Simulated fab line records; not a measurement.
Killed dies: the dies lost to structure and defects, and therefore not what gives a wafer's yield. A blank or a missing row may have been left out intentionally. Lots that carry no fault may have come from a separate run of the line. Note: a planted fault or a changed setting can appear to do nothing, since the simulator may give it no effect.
Which tool did it? / flow rit cmos / 15 lots, 45 wafers sampled, at 2 steps of a route of 202

== WHAT THE GAUGES SHOWED, per wafer ==
RIT_PRETRO_TW_MEAS_10. Usual: PRETRO_TW typically reads 474, with standard deviation 3.4.
lot=L335; measured=day 2 09:22; on=film metro-04; PRETRO_TW=472 472 469; flag=
lot=L337; measured=day 2 19:35; on=film metro-04; PRETRO_TW=471 472 472; flag=
lot=L338; measured=day 3 00:27; on=film metro-04; PRETRO_TW=472 470 471; flag=
lot=L339; measured=day 3 05:23; on=film metro-02; PRETRO_TW=476 477 477; flag=
lot=L340; measured=day 3 12:33; on=film metro-02; PRETRO_TW=477 475 475; flag=
lot=L341; measured=day 3 17:52; on=film metro-01; PRETRO_TW=471 476 476; flag=
lot=L342; measured=day 3 19:25; on=film metro-01; PRETRO_TW=475 478 476; flag=
lot=L343; measured=day 4 00:50; on=film metro-01; PRETRO_TW=478 482 483; flag=
lot=L344; measured=day 4 05:58; on=film metro-04; PRETRO_TW=473 471 471; flag=
lot=L345; measured=day 4 09:24; on=film metro-04; PRETRO_TW=473 475 476; flag=
lot=L346; measured=day 4 16:52; on=film metro-02; PRETRO_TW=478 480 480; flag=
lot=L347; measured=day 5 03:23; on=film metro-02; PRETRO_TW=588 593 590; flag=OFF
lot=L349; measured=day 5 07:55; on=film metro-04; PRETRO_TW=472 473 472; flag=
lot=L352; measured=day 6 05:35; on=film metro-04; PRETRO_TW=586 581 586; flag=OFF
lot=L355; measured=day 7 06:43; on=film metro-04; PRETRO_TW=577 582 579; flag=OFF

== TOOL THAT RAN EACH LOT (tool first, then ch and the chambers of the sampled wafers, then the start) ==
lot=L335; RIT_PRETRO_IMPLANT_08=implanter-04 ch 0, day 2 09:02
lot=L337; RIT_PRETRO_IMPLANT_08=implanter-04 ch 0, day 2 19:16
lot=L338; RIT_PRETRO_IMPLANT_08=implanter-04 ch 0, day 3 00:08
lot=L339; RIT_PRETRO_IMPLANT_08=implanter-04 ch 0, day 3 05:04
lot=L340; RIT_PRETRO_IMPLANT_08=implanter-02 ch 0, day 3 12:13
lot=L341; RIT_PRETRO_IMPLANT_08=implanter-04 ch 0, day 3 17:34
lot=L342; RIT_PRETRO_IMPLANT_08=implanter-04 ch 0, day 3 19:06
lot=L343; RIT_PRETRO_IMPLANT_08=implanter-02 ch 0, day 4 00:31
lot=L344; RIT_PRETRO_IMPLANT_08=implanter-04 ch 0, day 4 05:38
lot=L345; RIT_PRETRO_IMPLANT_08=implanter-02 ch 0, day 4 09:06
lot=L346; RIT_PRETRO_IMPLANT_08=implanter-04 ch 0, day 4 16:33
lot=L347; RIT_PRETRO_IMPLANT_08=implanter-04 ch 0, day 5 02:45
lot=L349; RIT_PRETRO_IMPLANT_08=implanter-02 ch 0, day 5 07:35
lot=L352; RIT_PRETRO_IMPLANT_08=implanter-03 ch 0, day 6 04:58
lot=L355; RIT_PRETRO_IMPLANT_08=implanter-04 ch 0, day 7 06:06
- RIT_PRETRO_IMPLANT_08

== AS READ BY THE TOOLS THEMSELVES (means over the sampled wafers that have a number; for cases with no such wafer, the mark the record gives instead) ==
RIT_PRETRO_IMPLANT_08. Usual: beam on s 10.04 s, standard deviation 0.19.
lot=L335; tool=implanter-04; beam on s (s)=10.06; flag=
lot=L337; tool=implanter-04; beam on s (s)=10.21; flag=
lot=L338; tool=implanter-04; beam on s (s)=10.07; flag=
lot=L339; tool=implanter-04; beam on s (s)=10.07; flag=
lot=L340; tool=implanter-02; beam on s (s)=10.20; flag=
lot=L341; tool=implanter-04; beam on s (s)=10.08; flag=
lot=L342; tool=implanter-04; beam on s (s)=10.22; flag=
lot=L343; tool=implanter-02; beam on s (s)=10.21; flag=
lot=L344; tool=implanter-04; beam on s (s)=10.08; flag=
lot=L345; tool=implanter-02; beam on s (s)=10.12; flag=
lot=L346; tool=implanter-04; beam on s (s)=9.99; flag=
lot=L347; tool=implanter-04; beam on s (s)=10.18; flag=
lot=L349; tool=implanter-02; beam on s (s)=9.99; flag=
lot=L352; tool=implanter-03; beam on s (s)=9.86; flag=
lot=L355; tool=implanter-04; beam on s (s)=9.98; flag=

== THE ANSWER, worked out from the rows above alone ==
Rule: a lot is off if the mean of its wafers that have a number lies more than 3 standard deviations from the usual mean. Also off: a lot with no number at a reading for which 4 or more lots have one. Where the step has rows for the other lots, those lots are counted as sound. The gauges are gone through in route order, then the tools' own readings, and for those a lot's mean is taken as printed above. At the first step where some lot is off, the reading lying furthest off is the one used; lots without a number count as furthest.
Off: L347, L352, L355, at RIT_PRETRO_TW_MEAS_10 (PRETRO_TW).
A tool fits if, at a process step before that reading, it ran every lot that is off, and no sound lot after the first of them. The gauges at RIT_PRETRO_TW_MEAS_10 are tried like those tools. Not one of the candidates tried fits.

== WHAT THE SIMULATOR HAD INSERTED ==
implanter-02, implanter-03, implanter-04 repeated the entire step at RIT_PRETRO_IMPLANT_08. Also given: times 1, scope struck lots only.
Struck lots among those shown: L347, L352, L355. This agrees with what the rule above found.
